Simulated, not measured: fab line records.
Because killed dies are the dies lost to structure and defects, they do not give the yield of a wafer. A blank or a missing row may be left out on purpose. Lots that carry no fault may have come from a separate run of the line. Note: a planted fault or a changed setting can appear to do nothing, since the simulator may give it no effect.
fab line records	flow ritCmos
record: lots: 6	wafers: 18	lastDay: 7
route steps=202 shown ACTIVE@8 FOX1@20 M1@202
lots that met no fault: from a run of the same line without faults
startH: hours from the record's first day to the start of the lot's first wafer shown	waitH: how many hours have passed since the lot's step before this one	" same as the row above	L1.1+2: a single row standing in for several wafers	- no value, or no start was given	* or withheld: withheld	< > ~ a bound
route shown NAME@n: names a module that has steps shown in the file, with the first one's number in the route	usual: mean/standard deviation of fault-free wafers	same: alike in all rows	chamber/n: place in a boat	sites: the reading at each site	_std_site: standard deviation across them	_edge_site: mean of outer sites minus mean of inner sites	radiusMm: for every site, how far away it sits from the centre of the wafer	mask NAME#n: copy n	behind: the most recent tool/chamber to have shaped the wafer	hold: reason for holding the lot/hours on hold/outcome of the hold	device: which transistor (n, p or np) failed to switch	end of line: the tests these same wafers got at the end of their route	for a step that has no rows: nothing shown but its recipe	killed: dies lost to structure and defects at the first sort, not the wafer's yield	map: shows each die of a wafer: x if killed, . if not, _ if none is there
set.NAME: the setting the step ran with; set.NAME@STEP: the setting that earlier step ran with	model.NAME: the simulator's own value behind a step, which no gauge read
lots at selected steps of the route; one table per step, one row per wafer
services: a tool's chamber out of use, with start hour (startH, from the record's first day; less than 0 if before it), hours out, and reason
== steps ==
step: RIT_ACTIVE_SOFTBAKE_07
recipe: resist: NOVOLAK	tempC: 90	timeS: 60
step: RIT_ACTIVE_EXPOSE_08
recipe: maskId: M1	na: 0.6	sourceShape: conventional	sigmaOuter: 0.6	targetCdNm: 1400	doseMj: 225
step: RIT_ACTIVE_PEB_09
recipe: resist: NOVOLAK	tempC: withheld	timeS: withheld
step: RIT_ACTIVE_DEVELOP_10
recipe: resist: NOVOLAK	developTimeS: 50	devTempC: 22.56
step: RIT_ACTIVE_CD_MEAS_11
recipe: targetCdNm: 1400
usual: cdNm: 1400.0/2.4
lot.wafer	tool	chamber	startH	waitH	cdNm
L654.2	cdSem-01	-	60.13	-	1402.2
L654.3	"	-	"	"	1403.6
L654.6	"	-	"	"	1402.5
L655.2	cdSem-01	-	64.58	-	1401.7
L655.4	"	-	"	"	1399.5
L655.6	"	-	"	"	1401.0
L658.1	cdSem-01	-	79.44	-	1399.3
L658.3	"	-	"	"	1401.2
L658.6	"	-	"	"	1401.1
L659.1	cdSem-01	-	84.44	-	1402.7
L659.4	"	-	"	"	1401.3
L659.5	"	-	"	"	1402.8
L660.2	cdSem-01	-	89.58	-	1397.6
L660.3	"	-	"	"	1396.8
L660.5	"	-	"	"	1396.8
L668.1	cdSem-01	-	129.56	-	1398.7
L668.2	"	-	"	"	1401.1
L668.5	"	-	"	"	1399.5
step: RIT_ACTIVE_HARDBAKE_12
recipe: resist: NOVOLAK	tempC: 140	timeS: 60
step: RIT_ACTIVE_ETCH_13
recipe: stopOn: SiO2	chemistry: SF6	target: Si3N4	timeS: 210	overEtchFrac: 0.4	SF6_flow_sccm: 200	pressureMtorr: 260	rfW: 125	targetDepthA: 2100
usual: drypumpMotorCurrentA: 5.7/0.4	oesProductAu: 0.812/0.014	throttleValvePct: 7.54/0.076
lot.wafer	tool	chamber	startH	waitH	drypumpMotorCurrentA	oesProductAu	rfHoursCounterH	throttleValvePct
L654.2	rieDiel-04	0	60.38	0.1	6.2	0.805	5	7.57
L654.3	"	1	"	"	5.8	0.807	84	7.47
L654.6	"	0	"	"	6.2	0.812	-	7.56
L655.2	rieDiel-02	3	64.83	0.1	6.0	0.819	119	7.66
L655.4	"	2	"	"	5.6	0.808	58	7.49
L655.6	"	1	"	"	4.9	0.831	-	7.45
L658.1	rieDiel-04	2	79.71	0.1	6.2	0.799	8	7.63
L658.3	"	3	"	"	5.5	0.835	2	7.62
L658.6	"	2	"	"	6.2	0.791	-	7.65
L659.1	rieDiel-04	2	84.71	0.1	6.2	0.795	8	7.63
L659.4	"	0	"	"	6.2	0.811	6	7.55
L659.5	"	0	"	"	6.2	0.807	-	7.56
L660.2	rieDiel-03	0	89.83	0.1	5.3	0.803	137	7.59
L660.3	"	2	"	"	6.1	0.835	138	7.49
L660.5	"	3	"	"	5.8	0.818	-	7.43
L668.1	rieDiel-03	1	129.83	0.1	6.1	0.816	59	7.45
L668.2	"	0	"	"	5.3	0.802	138	7.59
L668.5	"	3	"	"	5.9	0.823	-	7.43
step: RIT_ACTIVE_STRIP_14
recipe: chemistry: O2	timeS: 180	resist: NOVOLAK	platenTempC: withheld	powerW: 500	pressureMtorr: 4000	o2FlowSccm: 4000
usual: drypumpMotorCurrentA: 5.5/0.38
lot.wafer	tool	chamber	startH	waitH	drypumpMotorCurrentA	rfHoursCounterH
L654.2	plasmaAsher-04	0	60.52	0.1	5.4	46
L654.3	"	0	"	"	5.4	-
L654.6	"	0	"	"	5.4	-
L655.2	plasmaAsher-03	0	64.97	0.1	6.0	45
L655.4	"	1	"	"	5.4	-
L655.6	"	1	"	"	5.5	-
L658.1	plasmaAsher-04	0	79.84	0.1	5.4	48
L658.3	"	1	"	"	5.1	-
L658.6	"	1	"	"	5.0	-
L659.1	plasmaAsher-01	0	84.84	0.1	6.2	31
L659.4	"	0	"	"	6.2	-
L659.5	"	1	"	"	5.7	-
L660.2	plasmaAsher-04	0	89.97	0.1	5.4	50
L660.3	"	0	"	"	5.4	-
L660.5	"	0	"	"	5.4	-
L668.1	plasmaAsher-04	0	129.97	0.1	5.4	55
L668.2	"	1	"	"	5.0	55
L668.5	"	1	"	"	5.0	-
step: RIT_ACTIVE_CD_MEAS_90
recipe: targetCdNm: 1400
usual: cdNm: 1400.0/2.4
lot.wafer	tool	chamber	startH	waitH	cdNm
L654.2	cdSem-02	-	60.71	0.1	1402.3
L654.3	"	-	"	"	1403.1
L654.6	"	-	"	"	1402.6
L655.2	cdSem-02	-	65.16	0.1	1401.3
L655.4	"	-	"	"	1399.9
L655.6	"	-	"	"	1401.1
L658.1	cdSem-01	-	80.02	0.1	1399.4
L658.3	"	-	"	"	1401.1
L658.6	"	-	"	"	1401.8
L659.1	cdSem-02	-	85.02	0.1	1402.9
L659.4	"	-	"	"	1401.4
L659.5	"	-	"	"	1402.8
L660.2	cdSem-01	-	90.16	0.1	1397.1
L660.3	"	-	"	"	1396.7
L660.5	"	-	"	"	1396.6
L668.1	cdSem-01	-	130.14	0.1	1399.0
L668.2	"	-	"	"	1401.0
L668.5	"	-	"	"	1399.2
step: RIT_ACTIVE_CLEAN_15
recipe: chemistry: SC1	mix: 3:3:50	timeS: 600	tempC: 75
step: RIT_ACTIVE_CLEAN_16
recipe: chemistry: dHF	dilution: 50:1	timeS: 30
step: RIT_ACTIVE_CLEAN_17
recipe: chemistry: SC2	mix: 3:3:50	timeS: 600	tempC: 75	dry: n2Spin
step: RIT_FOX1_OXIDATION_00
recipe: tempC: 1100	ambient: H2O	targetThkA: 3507	pH2oTorr: 720	oxTimeS: 1130
usual: oxTimeS: 1130/0
lot.wafer	tool	chamber	startH	waitH	oxTimeS	model.SiO2_of_FOX1_OXIDATION_00.thkNm
L654.2	furnace-04	0	61.27	0.1	1130	356.6
L654.3	"	0	"	"	1130	358.5
L654.6	"	0	"	"	1130	360.3
L655.2	furnace-01	0	65.63	0.0	1130	353.4
L655.4	"	0	"	"	1130	349.5
L655.6	"	0	"	"	1130	344.6
L658.1	furnace-04	0	80.50	0.0	904	303.2
L658.3	"	0	"	"	904	300.8
L658.6	"	0	"	"	904	302
L659.1	furnace-04	0	85.88	0.4	904	305.5
L659.4	"	0	"	"	904	302.9
L659.5	"	0	"	"	904	304.4
L660.2	furnace-01	0	90.63	0.0	1130	356.3
L660.3	"	0	"	"	1130	348.5
L660.5	"	0	"	"	1130	347.4
L668.1	furnace-03	0	132.05	1.4	1130	359.1
L668.2	"	0	"	"	1130	360.3
L668.5	"	0	"	"	1130	361.3
step: RIT_FOX1_THK_MEAS_01
recipe: reads: SiO2_of_FOX1_OXIDATION_00
usual: FOX1_OXIDE_THK: 353/6.2
lot.wafer	tool	chamber	startH	waitH	FOX1_OXIDE_THK[nm]
L654.2	filmMetro-04	-	62.59	0.0	357
L654.3	"	-	"	"	358
L654.6	"	-	"	"	361
L655.2	filmMetro-04	-	66.96	0.0	354
L655.4	"	-	"	"	349
L655.6	"	-	"	"	345
L658.1	filmMetro-04	-	81.82	0.0	303
L658.3	"	-	"	"	301
L658.6	"	-	"	"	302
L659.1	filmMetro-01	-	87.19	0.0	306
L659.4	"	-	"	"	303
L659.5	"	-	"	"	304
L660.2	filmMetro-01	-	91.95	0.0	356
L660.3	"	-	"	"	349
L660.5	"	-	"	"	347
L668.1	filmMetro-01	-	133.37	0.0	359
L668.2	"	-	"	"	360
L668.5	"	-	"	"	361
step: RIT_FOX1_WET_ETCH_02
recipe: chemistry: BOE	targetDepthNm: 350	timeS: 390	tempC: 21.5	dry: n2Spin	dilution: 10:1	target: SiO2
step: RIT_M1_PROBE_99
usual: killedAtFrontEnd: 7/3	killedDies: 7/3	killedOpen: 3.2/1.8	killedShort: 3.5/2.1
same: grossDies: 264	killed_at_M0_to_M3: 0	killed_at_M4_up: 0	killedAtBackSide: 0	killedAtContacts: 0	killedAtOther: 0
lot.wafer	tool	chamber	startH	waitH	killedAtFrontEnd	killedDies	killedOpen	killedShort	model.etest.nplusSal.widthNm	model.etest.pplusSal.widthNm	model.etest.nldd.widthNm	model.etest.pldd.widthNm
L654.2	prober-01	-	102.71	0.1	3	3	1	2	3429	3424	3156	3151
L654.3	prober-01	-	102.76	0.2	11	11	5	6	3408	3433	3148	3151
L654.6	prober-01	-	102.91	0.2	8	8	6	2	3412	3424	3133	3162
L655.2	prober-02	-	107.14	0.1	4	4	3	1	3454	3464	3173	3189
L655.4	prober-02	-	107.24	0.2	7	7	3	4	3449	3456	3193	3192
L655.6	prober-02	-	107.34	0.2	2	2	0	2	3478	3473	3202	3210
L658.1	prober-01	-	121.46	0.1	6	6	1	5	3494	3476	3214	3213
L658.3	prober-01	-	121.56	0.2	4	4	2	2	3503	3509	3218	3219
L658.6	prober-01	-	121.71	0.2	11	11	5	6	3483	3490	3200	3206
L659.1	prober-02	-	128.57	0.1	8	8	2	6	3516	3513	3241	3233
L659.4	prober-02	-	128.72	0.2	6	6	1	5	3510	3514	3258	3249
L659.5	prober-02	-	128.77	0.2	9	9	3	6	3526	3514	3220	3244
L660.2	prober-01	-	132.67	0.1	2	2	1	1	3431	3425	3155	3170
L660.3	prober-01	-	132.72	0.2	8	8	3	5	3445	3427	3181	3158
L660.5	prober-01	-	132.82	0.2	6	6	3	3	3450	3437	3171	3182
L668.1	prober-01	-	177.69	0.1	3	3	2	1	3450	3442	3172	3160
L668.2	prober-01	-	177.74	0.1	3	3	0	3	3435	3436	3171	3153
L668.5	prober-01	-	177.89	0.2	7	7	3	4	3428	3426	3188	3153
killed by level:class
L654.2 GATE:geometricParticle:short=2 SPACER:geometricParticle:open=1
L654.3 GATE:geometricParticle:short=4 GATE:geometricParticle:open=3 SILICIDE:geometricParticle:open=2 FOX1:geometricParticle:short=1 SPACER:geometricParticle:short=1
L654.6 GATE:geometricParticle:open=3 FOX2:geometricParticle:open=2 FOX1:geometricParticle:short=1 SPACER:geometricParticle:open=1 SILICIDE:geometricParticle:short=1
L655.2 FOX1:geometricParticle:open=2 FOX1:geometricParticle:short=1 SILICIDE:geometricParticle:open=1
L655.4 FOX1:geometricParticle:short=2 FOX1:geometricParticle:open=1 FOX2:geometricParticle:open=1 FOX2:geometricParticle:short=1 REOX:geometricParticle:open=1 SILICIDE:geometricParticle:short=1
L655.6 GATE:geometricParticle:short=1 SPACER:geometricParticle:short=1
L658.1 GATE:geometricParticle:short=2 FOX1:geometricParticle:open=1 REOX:geometricParticle:short=1 SPACER:geometricParticle:short=1 SILICIDE:geometricParticle:short=1
L658.3 GATE:geometricParticle:open=1 GATE:geometricParticle:short=1 SPACER:geometricParticle:short=1 SPACER:geometricParticle:open=1
L658.6 FOX1:geometricParticle:short=2 FOX1:geometricParticle:open=2 GATE:geometricParticle:short=2 REOX:geometricParticle:open=2 GATE:geometricParticle:open=1 REOX:geometricParticle:short=1 SILICIDE:geometricParticle:short=1
L659.1 REOX:geometricParticle:short=2 SPACER:geometricParticle:short=2 FOX1:geometricParticle:short=1 GATE:geometricParticle:short=1 GATE:geometricParticle:open=1 SPACER:geometricParticle:open=1
L659.4 SPACER:geometricParticle:short=4 GATE:geometricParticle:short=1 SPACER:geometricParticle:open=1
L659.5 GATE:geometricParticle:short=4 SILICIDE:geometricParticle:short=2 SILICIDE:geometricParticle:open=2 REOX:geometricParticle:open=1
L660.2 GATE:geometricParticle:open=1 GATE:geometricParticle:short=1
L660.3 GATE:geometricParticle:short=3 GATE:geometricParticle:open=2 SPACER:geometricParticle:short=2 FOX1:geometricParticle:open=1
L660.5 GATE:geometricParticle:open=3 SPACER:geometricParticle:short=2 FOX2:geometricParticle:short=1
L668.1 REOX:geometricParticle:open=2 GATE:geometricParticle:short=1
L668.2 SPACER:geometricParticle:short=2 FOX2:geometricParticle:short=1
L668.5 FOX1:geometricParticle:open=3 GATE:geometricParticle:short=1 REOX:geometricParticle:short=1 SPACER:geometricParticle:short=1 SILICIDE:geometricParticle:short=1
== services ==
tool	chamber	startH	hours	kind
rieDiel-02	1	58.30	5.1	repair
plasmaAsher-03	-	60.21	2.8	pm
plasmaAsher-03	-	81.50	28.1	pm
rieDiel-03	1	82.04	5.8	repair
rieDiel-02	1	90.58	3.9	repair
rieDiel-02	2	104.33	14.5	repair
rieDiel-04	-	116.13	2.8	pm
rieDiel-02	0	128.17	2.4	repair
plasmaAsher-03	-	131.59	9.1	repair
== key ==
firstSign: step: RIT_FOX1_OXIDATION_00	reading: oxTimeS	direction: down	sigmas: 99+	usual: *	struck: *
effect: step: RIT_FOX1_THK_MEAS_01	reading: FOX1_OXIDE_THK	direction: down	sigmas: 8	usual: 353	struck: 303
modelEffect: step: RIT_FOX1_OXIDATION_00	value: SiO2_of_FOX1_OXIDATION_00.thkNm	without: 347.7	struck: 303.1
modelEffect: step: RIT_M1_PROBE_99	value: etest.nplusSal.widthNm	without: 3457	struck: 3505
metAt RIT_FOX1_OXIDATION_00
struckWafers L658.1,L658.3,L658.6,L659.1,L659.4,L659.5
testerLeftOut L658,L659
onsetBetween 61.27 80.50
fault: kind: processParameterDrift	tool: furnace-04	chamber: -	onsetH: 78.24	steps: RIT_FOX1_OXIDATION_00	channel: oxTimeS	offset: *	shape: step	endH: 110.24	actsIn: *	stated: *
testerLeftOut: of these lots the tester's yield and bins aren't shown, on N5 and GAA mostly nor the transistor test; their killed dies are dies lost to structure and defects alone, not to doping, threshold or leakage, so they don't give the yield
